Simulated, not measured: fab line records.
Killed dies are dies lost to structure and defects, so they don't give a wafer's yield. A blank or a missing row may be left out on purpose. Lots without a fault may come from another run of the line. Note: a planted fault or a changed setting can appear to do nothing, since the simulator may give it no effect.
2 desks looking at one fault | flow ritCmos | each desk has only its own numbers; what lay behind them comes last

## FOR THE TOOL OWNER'S DESK: lithoTrack-01
The tool's own readings at RIT_PRETRO_DEVELOP_05 (develop time 68 s): means of the sampled wafers that have a number, for each lot that ran on this tool. The brackets show how far a lot's mean lies from the usual mean; more than 4 standard deviations puts the lot out of limits, marked OUT.
Columns: A = developerTempC at RIT_PRETRO_DEVELOP_05, usual 23.01 C
lot  | first seen here | A
L550 | day 2 18:00     | 23.01
L551 | day 2 21:00     | 23.13
L553 | day 3 08:00     | 22.99
L558 | day 4 10:00     | 25.22 (+22) OUT
L560 | day 4 20:00     | 25.26 (+23) OUT
L562 | day 5 05:00     | 25.22 (+22) OUT
This desk finds L558, L560, L562 out of limits, L558 being first, at day 4 10:00 (developerTempC at RIT_PRETRO_DEVELOP_05). In limits: L550, L551, L553.

## METROLOGY DESK
What the gauges read for every lot (on any tool): the sampled wafers with a number, averaged. The brackets show how far a lot's mean lies from the usual mean; more than 4 standard deviations puts the lot out of limits, marked OUT.
Columns: A = cdNm at RIT_CONTACT_CD_MEAS_08, usual 999.8 nm
lot  | first seen here | A
L550 | day 3 16:05     | 1001.2
L551 | day 3 18:23     | 995.1
L552 | day 4 02:41     | 1000.2
L553 | day 4 06:47     | 998.0
L554 | day 4 16:07     | 997.1
L555 | day 4 17:10     | 1000.1
L556 | day 4 22:13     | 1001.9
L558 | day 5 10:37     | 1001.5
L560 | day 5 20:08     | 999.6
L561 | day 6 01:39     | 1000.5
L562 | day 6 05:30     | 998.2
L566 | day 7 03:12     | 1003.0
L568 | day 7 11:26     | 1001.2
L570 | day 7 22:45     | 1000.9
L571 | day 8 05:49     | 999.4
Result from this desk: across the 15 lots, nothing is out of limits.

## PUT TOGETHER
On L558, L560, L562, at day 4 10:00, an alarm was possible from the tool owner's desk.
From the metrology desk's view, nothing was out of limits.
The metrology desk holds a record of L558, L560, L562, inside its limits.
The lots listed all ran RIT_PRETRO_DEVELOP_05 on lithoTrack-01.

## WHAT THE SIMULATOR HAD INSERTED
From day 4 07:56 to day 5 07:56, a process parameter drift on lithoTrack-01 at RIT_PRETRO_DEVELOP_05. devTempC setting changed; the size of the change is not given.
Lots struck among those shown: L558, L560, L562.
Hours from the fault's start to each desk's first reading out of limits: the tool owner's desk, 2.
